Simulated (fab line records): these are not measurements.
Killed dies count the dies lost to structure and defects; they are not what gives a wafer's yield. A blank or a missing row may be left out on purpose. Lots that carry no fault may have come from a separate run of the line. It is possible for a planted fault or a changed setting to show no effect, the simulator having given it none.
fab line records | flow rit_cmos
[record] lots = 14 wafers = 42 last_day = 7
route steps=202 shown FOX2@80 NLDD@112 PSD@150 PLDD@159 M1@202
lots untouched by any fault: they come from a run of this same line in which no faults occurred
start_h: start of the lot's first displayed wafer, in hours after the record's first day | wait_h: time in hours since the lot's previous step | " identical to the entry in the row above | L1.1+2: several wafers, shown together as one row | - value missing, or start not given | * or withheld: withheld | < > ~ a bound
route shown NAME@n: a module of which the file shows steps, and the number in the route of the first | usual: mean and standard deviation over wafers with no fault | same: alike in all rows | chamber/n: place in a boat | sites: readings site by site | _std_site: standard deviation across them | _edge_site: the outer-site mean with the inner-site mean subtracted | radius_mm: how far each site lies from the wafer's centre | mask NAME#n: copy n | behind: the tool/chamber that last shaped the wafer | hold: why the lot was held/for how many hours/how that ended | device: names the non-switching transistor (n, p or np) | end of line: the tests these same wafers got at the end of their route | for a step that has no rows: nothing shown but its recipe | killed: count of dies lost to structure and defects at first sort (not the wafer's yield) | map: dies across one wafer; x = killed, . = not, _ = none there
set.NAME: the setting that was run; set.NAME@STEP: the one run at that earlier step | model.NAME: the simulator's own value behind a step, which no gauge read
steps of the route over a sample of lots; a table a step, a row a wafer
services: a tool's chamber out of use, with start hour (start_h, from the record's first day; less than 0 if before it), hours out, and reason
[[steps]]
[step RIT_FOX2_THK_MEAS_91]
[recipe] reads = SiO2_of_FOX2_OXIDATION_00
[usual] FIELD_OXIDE_LEFT_2_THK = 257/6.4
// columns lot.wafer tool chamber start_h wait_h FIELD_OXIDE_LEFT_2_THK[nm]
L728.2 film_metro-02 - 32.03 0.0 250
L728.4 " - " " 244
L728.5 " - " " 257
L729.3 film_metro-01 - 36.50 0.0 262
L729.5 " - " " 256
L729.6 " - " " 260
L730.1 film_metro-04 - 42.50 0.0 261
L730.4 " - " " 260
L730.5 " - " " 261
L731.1 film_metro-04 - 47.43 0.0 243
L731.3 " - " " 247
L731.6 " - " " 246
L733.3 film_metro-02 - 57.32 0.0 255
L733.4 " - " " 247
L733.6 " - " " 245
L734.1 film_metro-04 - 61.52 0.0 247
L734.4 " - " " 252
L734.6 " - " " 256
L736.2 film_metro-01 - 72.25 0.0 255
L736.3 " - " " 257
L736.4 " - " " 255
L740.2 film_metro-04 - 92.49 0.0 265
L740.3 " - " " 263
L740.6 " - " " 257
L744.2 film_metro-04 - 111.93 0.0 268
L744.4 " - " " 267
L744.6 " - " " 267
L745.1 film_metro-01 - 116.98 0.0 251
L745.2 " - " " 254
L745.6 " - " " 249
L746.1 film_metro-01 - 121.94 0.0 255
L746.3 " - " " 251
L746.4 " - " " 252
L747.1 film_metro-01 - 129.45 0.0 267
L747.2 " - " " 264
L747.6 " - " " 271
L749.2 film_metro-04 - 139.60 0.0 258
L749.5 " - " " 254
L749.6 " - " " 263
L750.1 film_metro-01 - 143.91 0.0 251
L750.2 " - " " 255
L750.6 " - " " 253
[step RIT_NLDD_STRIP_09]
[recipe] chemistry = O2 time_s = 180 resist = NOVOLAK platen_temp_c = withheld power_w = 500 pressure_mtorr = 4000 o2_flow_sccm = 4000
[usual] drypump_motor_current_A = 5.43/0.23
[same] time_s = 180
// columns lot.wafer tool chamber start_h wait_h drypump_motor_current_A rf_hours_counter_h
L728.2 plasma_asher-04 0 41.23 0.1 5.42 25
L728.4 " 1 " " 5.29 -
L728.5 " 1 " " 5.28 -
L729.3 plasma_asher-04 1 46.24 0.1 5.27 -
L729.5 " 1 " " 5.31 -
L729.6 " 0 " " 5.40 -
L730.1 plasma_asher-01 1 52.58 0.1 5.27 42
L730.4 " 0 " " 5.36 -
L730.5 " 0 " " 5.37 -
L731.1 plasma_asher-03 1 57.33 0.1 5.37 41
L731.3 " 0 " " 5.97 -
L731.6 " 0 " " 5.98 -
L733.3 plasma_asher-03 0 67.15 0.1 5.97 -
L733.4 " 1 " " 5.39 -
L733.6 " 0 " " 5.97 -
L734.1 plasma_asher-03 0 70.97 0.1 5.97 42
L734.4 " 1 " " 5.41 -
L734.6 " 1 " " 5.39 -
L736.2 plasma_asher-01 1 82.50 0.1 5.26 45
L736.3 " 0 " " 5.37 -
L736.4 " 1 " " 5.26 -
L740.2 plasma_asher-03 0 102.50 0.1 5.96 46
L740.3 " 0 " " 5.95 -
L740.6 " 1 " " 5.36 -
L744.2 plasma_asher-04 1 121.98 0.1 5.25 33
L744.4 " 1 " " 5.28 -
L744.6 " 1 " " 5.25 -
L745.1 plasma_asher-04 1 127.34 0.1 5.31 34
L745.2 " 0 " " 5.38 34
L745.6 " 0 " " 5.38 -
L746.1 plasma_asher-01 1 133.90 0.1 5.26 2
L746.3 " 0 " " 5.37 -
L746.4 " 1 " " 5.24 -
L747.1 plasma_asher-03 1 141.52 0.1 5.40 50
L747.2 " 0 " " 5.99 50
L747.6 " 1 " " 5.37 -
L749.2 plasma_asher-01 0 150.44 0.1 5.36 4
L749.5 " 1 " " 5.26 -
L749.6 " 0 " " 5.35 -
L750.1 plasma_asher-03 0 153.03 0.1 5.99 51
L750.2 " 1 " " 5.38 51
L750.6 " 0 " " 5.99 -
[step RIT_PSD_IMPLANT_08]
[recipe] species = BF2 energy_kev = 27 dose_cm2 = 5e+15 tilt_deg = 7
[usual] beam_on_s = 12.4/0.86 dose_ions_cm2 = 5.001e+15/5.2e+12 end_station_pressure_torr = 1.48e-05/1.2e-06 faraday_current_uA = 12413/890
// columns lot.wafer tool chamber start_h wait_h beam_on_s dose_ions_cm2 end_station_pressure_torr faraday_current_uA
L728.2 implanter-03 0 48.00 0.1 13.1 4.996e+15 1.51e-05 11651
L728.4 " 0 " " 12.7 5.01e+15 1.47e-05 12101
L728.5 " 0 " " 13.4 5.009e+15 1.36e-05 11556
L729.3 implanter-02 0 53.08 0.1 10.9 5.002e+15 1.64e-05 14006
L729.5 " 0 " " 11.0 4.997e+15 1.66e-05 13861
L729.6 " 0 " " 11.1 4.997e+15 1.68e-05 13699
L730.1 implanter-01 0 59.48 0.1 13.2 5.005e+15 1.45e-05 11675
L730.4 " 0 " " 12.6 5.01e+15 1.58e-05 12147
L730.5 " 0 " " 12.9 4.997e+15 1.41e-05 11931
L731.1 implanter-02 0 64.40 0.1 11.0 4.997e+15 1.66e-05 13865
L731.3 " 0 " " 11.0 4.997e+15 1.61e-05 13869
L731.6 " 0 " " 11.4 4.988e+15 1.74e-05 13278
L733.3 implanter-02 0 74.85 0.1 11.1 5.008e+15 1.6e-05 13702
L733.4 " 0 " " 11.2 5.004e+15 1.57e-05 13658
L733.6 " 0 " " 10.8 5.003e+15 1.68e-05 14104
L734.1 implanter-01 0 77.93 0.1 12.6 4.997e+15 1.36e-05 12165
L734.4 " 0 " " 13.2 5.001e+15 1.4e-05 11657
L734.6 " 0 " " 12.6 5.002e+15 1.46e-05 12088
L736.2 implanter-03 0 89.54 0.1 13.1 5.005e+15 1.44e-05 11765
L736.3 " 0 " " 12.7 5e+15 1.37e-05 12073
L736.4 " 0 " " 12.8 5e+15 1.42e-05 11993
L740.2 implanter-01 0 109.38 0.1 13.0 5e+15 1.5e-05 11758
L740.3 " 0 " " 12.2 5e+15 1.32e-05 12567
L740.6 " 0 " " 13.1 4.994e+15 1.57e-05 11792
L744.2 implanter-03 0 128.88 0.1 10.2 1.807e+15 9.3e-06 5509
L744.4 " 0 " " 10.1 1.807e+15 9.5e-06 5573
L744.6 " 0 " " 9.8 1.796e+15 1.07e-05 5714
L745.1 implanter-03 0 134.10 0.1 9.8 1.794e+15 9.1e-06 5703
L745.2 " 0 " " 9.6 1.799e+15 9.8e-06 5861
L745.6 " 0 " " 9.8 1.801e+15 9.9e-06 5703
L746.1 implanter-02 0 140.63 0.1 11.1 5.003e+15 1.61e-05 13756
L746.3 " 0 " " 11.1 5.001e+15 1.6e-05 13759
L746.4 " 0 " " 10.5 4.992e+15 1.63e-05 14482
L747.1 implanter-01 0 149.50 0.1 13.1 5.001e+15 1.47e-05 11730
L747.2 " 0 " " 12.6 5.001e+15 1.46e-05 12164
L747.6 " 0 " " 13.1 5.005e+15 1.37e-05 11758
L749.2 implanter-01 0 157.21 0.1 12.5 5.002e+15 1.58e-05 12236
L749.5 " 0 " " 12.2 4.998e+15 1.36e-05 12527
L749.6 " 0 " " 12.7 5.004e+15 1.52e-05 12078
L750.1 implanter-01 0 159.89 0.1 13.0 5.002e+15 1.46e-05 11876
L750.2 " 0 " " 12.6 5.005e+15 1.5e-05 12121
L750.6 " 0 " " 12.6 5.002e+15 1.39e-05 12252
[step RIT_PSD_TW_MEAS_10]
[usual] PSD_TW = 3386/23
// columns lot.wafer tool chamber start_h wait_h PSD_TW
L728.2 film_metro-01 - 48.31 0.1 3397
L728.4 " - " " 3397
L728.5 " - " " 3379
L729.3 film_metro-03 - 53.38 0.1 3406
L729.5 " - " " 3389
L729.6 " - " " 3385
L730.1 film_metro-03 - 59.81 0.1 3404
L730.4 " - " " 3414
L730.5 " - " " 3408
L731.1 film_metro-03 - 64.73 0.1 3405
L731.3 " - " " 3414
L731.6 " - " " 3408
L733.3 film_metro-01 - 75.14 0.1 3380
L733.4 " - " " 3388
L733.6 " - " " 3404
L734.1 film_metro-02 - 78.26 0.1 3368
L734.4 " - " " 3392
L734.6 " - " " 3364
L736.2 film_metro-01 - 89.85 0.1 3378
L736.3 " - " " 3364
L736.4 " - " " 3375
L740.2 film_metro-03 - 109.69 0.1 3388
L740.3 " - " " 3414
L740.6 " - " " 3396
L744.2 film_metro-02 - 129.19 0.1 2935
L744.4 " - " " 2935
L744.6 " - " " 2934
L745.1 film_metro-02 - 134.42 0.1 2941
L745.2 " - " " 2906
L745.6 " - " " 2930
L746.1 film_metro-01 - 140.96 0.1 3365
L746.3 " - " " 3360
L746.4 " - " " 3379
L747.1 film_metro-01 - 149.82 0.1 3377
L747.2 " - " " 3379
L747.6 " - " " 3364
L749.2 film_metro-01 - 157.52 0.1 3375
L749.5 " - " " 3391
L749.6 " - " " 3393
L750.1 film_metro-03 - 160.22 0.1 3445
L750.2 " - " " 3452
L750.6 " - " " 3445
[step RIT_SDANNEAL_RS_MEAS_04]
[recipe] thk_meas_gauge = four-point-probe
[usual] PSD_RS = 115.9/0.3
// columns lot.wafer tool chamber start_h wait_h PSD_RS[ohm/sq]
L728.2 film_metro-01 - 48.81 0.1 116.1
L728.4 " - " " 116.2
L728.5 " - " " 116.2
L729.3 film_metro-03 - 53.88 0.1 116.1
L729.5 " - " " 116.0
L729.6 " - " " 116.3
L730.1 film_metro-02 - 60.31 0.0 115.7
L730.4 " - " " 115.5
L730.5 " - " " 115.5
L731.1 film_metro-02 - 65.21 0.0 116.4
L731.3 " - " " 116.0
L731.6 " - " " 116.5
L733.3 film_metro-03 - 75.65 0.1 115.5
L733.4 " - " " 115.4
L733.6 " - " " 115.6
L734.1 film_metro-02 - 78.74 0.0 116.0
L734.4 " - " " 115.5
L734.6 " - " " 115.5
L736.2 film_metro-01 - 90.34 0.1 116.2
L736.3 " - " " 116.1
L736.4 " - " " 116.4
L740.2 film_metro-03 - 110.18 0.1 116.1
L740.3 " - " " 116.3
L740.6 " - " " 115.7
L744.2 film_metro-03 - 129.68 0.1 131.4
L744.4 " - " " 130.9
L744.6 " - " " 131.0
L745.1 film_metro-02 - 134.92 0.0 131.3
L745.2 " - " " 131.3
L745.6 " - " " 130.9
L746.1 film_metro-03 - 141.47 0.0 116.0
L746.3 " - " " 115.8
L746.4 " - " " 116.2
L747.1 film_metro-03 - 150.32 0.0 115.7
L747.2 " - " " 115.6
L747.6 " - " " 115.7
L749.2 film_metro-03 - 158.01 0.1 115.4
L749.5 " - " " 115.4
L749.6 " - " " 115.5
L750.1 film_metro-02 - 160.74 0.0 116.3
L750.2 " - " " 116.1
L750.6 " - " " 116.2
[step RIT_SDANNEAL_RS_MEAS_06]
[recipe] thk_meas_gauge = four-point-probe
[usual] PLDD_RS = 178.7/0.5
// columns lot.wafer tool chamber start_h wait_h PLDD_RS[ohm/sq]
L728.2 film_metro-01 - 49.05 0.1 179.5
L728.4 " - " " 179.6
L728.5 " - " " 179.3
L729.3 film_metro-03 - 54.12 0.1 179.7
L729.5 " - " " 178.9
L729.6 " - " " 178.4
L730.1 film_metro-02 - 60.55 0.1 178.3
L730.4 " - " " 178.0
L730.5 " - " " 177.8
L731.1 film_metro-02 - 65.45 0.1 178.4
L731.3 " - " " 178.7
L731.6 " - " " 179.7
L733.3 film_metro-03 - 75.89 0.1 178.2
L733.4 " - " " 178.3
L733.6 " - " " 177.9
L734.1 film_metro-02 - 78.98 0.1 178.2
L734.4 " - " " 178.1
L734.6 " - " " 177.7
L736.2 film_metro-01 - 90.58 0.1 179.1
L736.3 " - " " 179.2
L736.4 " - " " 178.9
L740.2 film_metro-03 - 110.42 0.1 178.8
L740.3 " - " " 179.3
L740.6 " - " " 178.3
L744.2 film_metro-03 - 129.92 0.1 179.3
L744.4 " - " " 178.4
L744.6 " - " " 178.5
L745.1 film_metro-02 - 135.16 0.1 177.9
L745.2 " - " " 178.5
L745.6 " - " " 178.9
L746.1 film_metro-03 - 141.71 0.1 178.4
L746.3 " - " " 178.3
L746.4 " - " " 178.3
L747.1 film_metro-03 - 150.56 0.1 177.9
L747.2 " - " " 177.2
L747.6 " - " " 177.5
L749.2 film_metro-03 - 158.25 0.1 178.0
L749.5 " - " " 179.3
L749.6 " - " " 178.7
L750.1 film_metro-02 - 160.98 0.1 179.2
L750.2 " - " " 178.5
L750.6 " - " " 178.9
[step RIT_M1_PROBE_99]
[usual] killed_at_M0_to_M3 = 0.0/0.16 killed_at_contacts = 0.1/0.25 killed_at_front_end = 7/3.1 killed_dies = 7/3.1 killed_open = 3.6/2 killed_short = 3.5/2
[same] gross_dies = 264 killed_at_M4_up = 0 killed_at_back_side = 0 killed_at_other = 0
// columns lot.wafer tool chamber start_h wait_h killed_at_M0_to_M3 killed_at_contacts killed_at_front_end killed_dies killed_open killed_short
L734.1 prober-02 - 86.29 0.1 0 0 5 5 3 2
L734.4 prober-02 - 86.44 0.2 0 0 5 5 2 3
L734.6 prober-02 - 86.54 0.2 0 0 12 12 5 7
L736.2 prober-02 - 97.82 0.1 0 0 8 8 4 4
L736.3 prober-02 - 97.87 0.2 0 0 19 19 9 10
L736.4 prober-02 - 97.92 0.2 0 0 7 7 5 2
L740.2 prober-02 - 117.66 0.1 0 0 5 5 4 1
L740.3 prober-02 - 117.71 0.2 0 1 3 4 3 1
L740.6 prober-02 - 117.86 0.2 0 0 4 4 2 2
L744.2 prober-02 - 139.71 0.1 0 0 7 7 7 0
L744.4 prober-02 - 139.81 0.2 0 0 6 6 3 3
L744.6 prober-02 - 139.91 0.2 0 0 2 2 1 1
L745.1 prober-01 - 142.72 0.1 0 0 9 9 5 4
L745.2 prober-01 - 142.77 0.1 0 0 5 5 3 2
L745.6 prober-01 - 142.97 0.2 0 0 11 11 6 5
// killed by level:class
L734.1 FOX1:geometric_particle:short=2 SPACER:geometric_particle:open=2 FOX1:geometric_particle:open=1
L734.4 SPACER:geometric_particle:short=2 FOX1:geometric_particle:short=1 FOX2:geometric_particle:open=1 GATE:geometric_particle:open=1
L734.6 GATE:geometric_particle:open=4 GATE:geometric_particle:short=3 FOX1:geometric_particle:short=1 REOX:geometric_particle:short=1 SPACER:geometric_particle:short=1 SILICIDE:geometric_particle:short=1 SILICIDE:geometric_particle:open=1
L736.2 FOX1:geometric_particle:open=2 GATE:geometric_particle:short=2 FOX1:geometric_particle:short=1 FOX2:geometric_particle:open=1 GATE:geometric_particle:open=1 SILICIDE:geometric_particle:short=1
L736.3 GATE:geometric_particle:short=4 FOX1:geometric_particle:short=3 FOX1:geometric_particle:open=3 GATE:geometric_particle:open=3 SPACER:geometric_particle:short=2 FOX2:geometric_particle:open=1 SPACER:geometric_particle:open=1 SILICIDE:geometric_particle:open=1
L736.4 GATE:geometric_particle:short=2 GATE:geometric_particle:open=2 FOX1:geometric_particle:open=1 FOX2:geometric_particle:open=1 SILICIDE:geometric_particle:open=1
L740.2 FOX1:geometric_particle:open=1 FOX2:geometric_particle:open=1 GATE:geometric_particle:open=1 REOX:geometric_particle:short=1 SPACER:geometric_particle:open=1
L740.3 FOX2:geometric_particle:open=1 GATE:geometric_particle:short=1 SPACER:geometric_particle:open=1 CONTACT:geometric_particle:open=1
L740.6 GATE:geometric_particle:short=2 REOX:geometric_particle:open=2
L744.2 FOX2:geometric_particle:open=2 GATE:geometric_particle:open=2 REOX:geometric_particle:open=1 SPACER:geometric_particle:open=1 SILICIDE:geometric_particle:open=1
L744.4 ACTIVE:geometric_particle:open=1 FOX2:geometric_particle:open=1 GATE:geometric_particle:open=1 GATE:geometric_particle:short=1 REOX:geometric_particle:short=1 SILICIDE:geometric_particle:short=1
L744.6 FOX1:geometric_particle:open=1 GATE:geometric_particle:short=1
L745.1 GATE:geometric_particle:open=3 REOX:geometric_particle:short=2 FOX1:geometric_particle:open=1 FOX2:geometric_particle:short=1 GATE:geometric_particle:short=1 SPACER:geometric_particle:open=1
L745.2 GATE:geometric_particle:open=3 FOX1:geometric_particle:short=1 GATE:geometric_particle:short=1
L745.6 GATE:geometric_particle:short=2 REOX:geometric_particle:open=2 SPACER:geometric_particle:open=2 GATE:geometric_particle:open=1 REOX:geometric_particle:short=1 SILICIDE:geometric_particle:short=1 SPACER:geometric_particle:short=1 SILICIDE:geometric_particle:open=1
[[services]]
// columns tool chamber start_h hours kind
implanter-02 - 24.46 19.6 repair
plasma_asher-04 - 30.46 1.8 repair
implanter-02 - 44.18 7.1 repair
implanter-01 - 51.37 0.6 repair
plasma_asher-04 - 59.66 0.8 repair
implanter-03 - 72.95 3.6 repair
plasma_asher-01 - 77.77 2.8 pm
implanter-02 - 89.40 6.8 repair
implanter-02 - 94.09 1.1 repair
plasma_asher-01 - 108.75 9.0 pm
plasma_asher-01 0 108.75 9.0 vent_cycle
plasma_asher-01 1 108.75 9.0 vent_cycle
plasma_asher-01 0 117.75 - clean
plasma_asher-01 1 117.75 - clean
implanter-02 - 134.38 5.2 pm
implanter-03 - 135.18 6.8 repair
plasma_asher-03 - 142.47 3.9 repair
[[key]]
[first_sign] step = RIT_PSD_IMPLANT_08 reading = dose_ions_cm2 direction = down sigmas = 99+ usual = 5.001e+15 struck = 1.801e+15
[effect] step = RIT_PSD_IMPLANT_08 reading = faraday_current_uA direction = down sigmas = 7.5 usual = 12413 struck = 5677
[effect] step = RIT_PSD_TW_MEAS_10 reading = PSD_TW direction = down sigmas = 20 usual = 3386 struck = 2930
[effect] step = RIT_SDANNEAL_RS_MEAS_04 reading = PSD_RS direction = up sigmas = 50 usual = 115.9 struck = 131.2
met_at RIT_PSD_IMPLANT_08
struck_lots L744,L745
tester_left_out L744,L745
not_acting_at RIT_FOX2_THK_MEAS_91,RIT_NLDD_STRIP_09,RIT_SDANNEAL_RS_MEAS_06
onset_between 89.54 128.88
[fault] kind = process_parameter_drift tool = implanter-03 chamber = - onset_h = 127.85 steps = RIT_PSD_IMPLANT_08 channel = dose_cm2 offset = -3.2e+15 shape = step end_h = 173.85 acts_in = these_recipes_only stated = 5e+15
// tester_left_out: of these lots the tester's yield and bins aren't shown, on N5 and GAA mostly nor the transistor test; their killed dies are dies lost to structure and defects alone, not to doping, threshold or leakage, so they don't give the yield
